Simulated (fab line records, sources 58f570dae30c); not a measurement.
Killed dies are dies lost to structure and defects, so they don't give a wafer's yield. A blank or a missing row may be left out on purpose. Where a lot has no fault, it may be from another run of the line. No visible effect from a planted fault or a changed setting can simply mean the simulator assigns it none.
Split-lot experiment + flow berkeleyCmos170 + 23 wafers read from 5 lots, route of 331 steps

ABOUT THE SPLIT
At UCB170_PVT_COAT_01 (resist thk 900 nm), the setting spinRpm was moved away from the recipe's 1500 rpm on 4 of the 23 wafers read, by -5.2% to +2.0%. This setting was run at the recipe's value on the other wafers.

The reading is taken at the split's own step.

THE READING
KrF_of_PVT_COAT_01.thkNm (the simulator's own value, which no gauge read), in nm, at UCB170_PVT_COAT_01 (resist thk 900 nm). There is no usual value for it anywhere in the file. Here, 19 wafers ran the recipe; their average is 899.3 nm with a standard deviation of 2.7 nm.

| wafer  | tool, chamber at the split | spinRpm as run, rpm | against the recipe | KrF_of_PVT_COAT_01.thkNm, nm | against lot-mates on the recipe |
|--------|----------------------------|---------------------|--------------------|------------------------------|---------------------------------|
| L075.1 | lithoTrack-02, 0           | 1500                | recipe             | 903.1                        | -                               |
| L075.3 | lithoTrack-02, 0           | 1500                | recipe             | 902                          | -                               |
| L075.5 | lithoTrack-02, 0           | 1500                | recipe             | 900.4                        | -                               |
| L076.2 | lithoTrack-02, 0           | 1530                | +2.0%              | 894.2                        | -6.4                            |
| L076.3 | lithoTrack-02, 0           | 1500                | recipe             | 900.5                        | -                               |
| L076.4 | lithoTrack-02, 0           | 1530                | +2.0%              | 892.5                        | -8.1                            |
| L076.5 | lithoTrack-02, 0           | 1500                | recipe             | 901.5                        | -                               |
| L076.6 | lithoTrack-02, 0           | 1500                | recipe             | 899.9                        | -                               |
| L078.1 | lithoTrack-01, 0           | 1500                | recipe             | 895.2                        | -                               |
| L078.2 | lithoTrack-01, 0           | 1500                | recipe             | 899.5                        | -                               |
| L078.4 | lithoTrack-01, 0           | 1500                | recipe             | 899                          | -                               |
| L078.5 | lithoTrack-01, 0           | 1500                | recipe             | 897.9                        | -                               |
| L078.6 | lithoTrack-01, 0           | 1500                | recipe             | 896.2                        | -                               |
| L080.1 | lithoTrack-04, 0           | 1500                | recipe             | 900.5                        | -                               |
| L080.2 | lithoTrack-04, 0           | 1500                | recipe             | 900.6                        | -                               |
| L080.4 | lithoTrack-04, 0           | 1500                | recipe             | 900.6                        | -                               |
| L080.3 | lithoTrack-04, 0           | 1500                | recipe             | 903.6                        | -                               |
| L080.5 | lithoTrack-04, 0           | 1500                | recipe             | 900.8                        | -                               |
| L084.1 | lithoTrack-01, 0           | 1422                | -5.2%              | 919.8                        | +24.6                           |
| L084.2 | lithoTrack-01, 0           | 1500                | recipe             | 893.5                        | -                               |
| L084.3 | lithoTrack-01, 0           | 1500                | recipe             | 895.7                        | -                               |
| L084.5 | lithoTrack-01, 0           | 1422                | -5.2%              | 921.5                        | +26.3                           |
| L084.6 | lithoTrack-01, 0           | 1500                | recipe             | 896.3                        | -                               |

THE FIT
A straight line over all 23 wafers: KrF_of_PVT_COAT_01.thkNm changes by -3.93 nm for each +1% of spinRpm; r = -0.93; the points scatter about the line by 2.7 nm.
The same after taking each lot's own level away (the mean of its wafers on the recipe; 23 wafers): -4.71 nm for each +1%; r = -0.98; scatter 1.4 nm.
The reading moves by 24 nm for the largest change in spinRpm, on that fit.
From 895.17 to 901.83 nm: that is the span of the lots' own levels, equal to 2.5 times the standard deviation above.
So the lot-to-lot level changes the slope: the two fits differ.
Check: +24.9 nm against its lot-mates is what the line predicts for one of the wafers moved furthest among these (-5.2%) when that wafer is left out of the fit. It came out at +24.6 nm against them.

OTHER SPLITS ON THESE WAFERS
Before the reading, these wafers also passed through other splits. Each is held against what the fit with the lots' levels taken away leaves over:
| other split on the same wafers        | wafers away from the commonest value | r with KrF_of_PVT_COAT_01.thkNm (lot level and that fit taken away) |
|---------------------------------------|--------------------------------------|---------------------------------------------------------------------|
| UCB170_START_OXIDATION_02 oxTimeS     | 15                                   | -0.03                                                               |
| UCB170_PWELL_CVD_05 tempC             | 18                                   | +0.04                                                               |
| UCB170_WELLDRIVE_OXIDATION_01 oxTimeS | 18                                   | -0.23                                                               |
| UCB170_SCREENOX_OXIDATION_01 oxTimeS  | 10                                   | +0.25                                                               |
| UCB170_NVT_IMPLANT_07 doseCm2         | 8                                    | +0.17                                                               |

THE WHOLE CHAIN: every reading that the file lists as answering this split, in the file's order
| step                | what it does      | reading                                                                   | change (the file's fit)              | r (the file's) |
|---------------------|-------------------|---------------------------------------------------------------------------|--------------------------------------|----------------|
| UCB170_PVT_COAT_01  | resist thk 900 nm | KrF_of_PVT_COAT_01.thkNm (the simulator's own value, which no gauge read) | -4.73 nm for each +1% of the setting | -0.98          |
| UCB170_PVT_STRIP_08 | strips in O2      | stripTimeToEndpointS                                                      | withheld for each +1% of the setting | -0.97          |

THE FILE'S OWN FIT
KrF_of_PVT_COAT_01.thkNm changes by -4.73 nm for each +1% of spinRpm, r = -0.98.
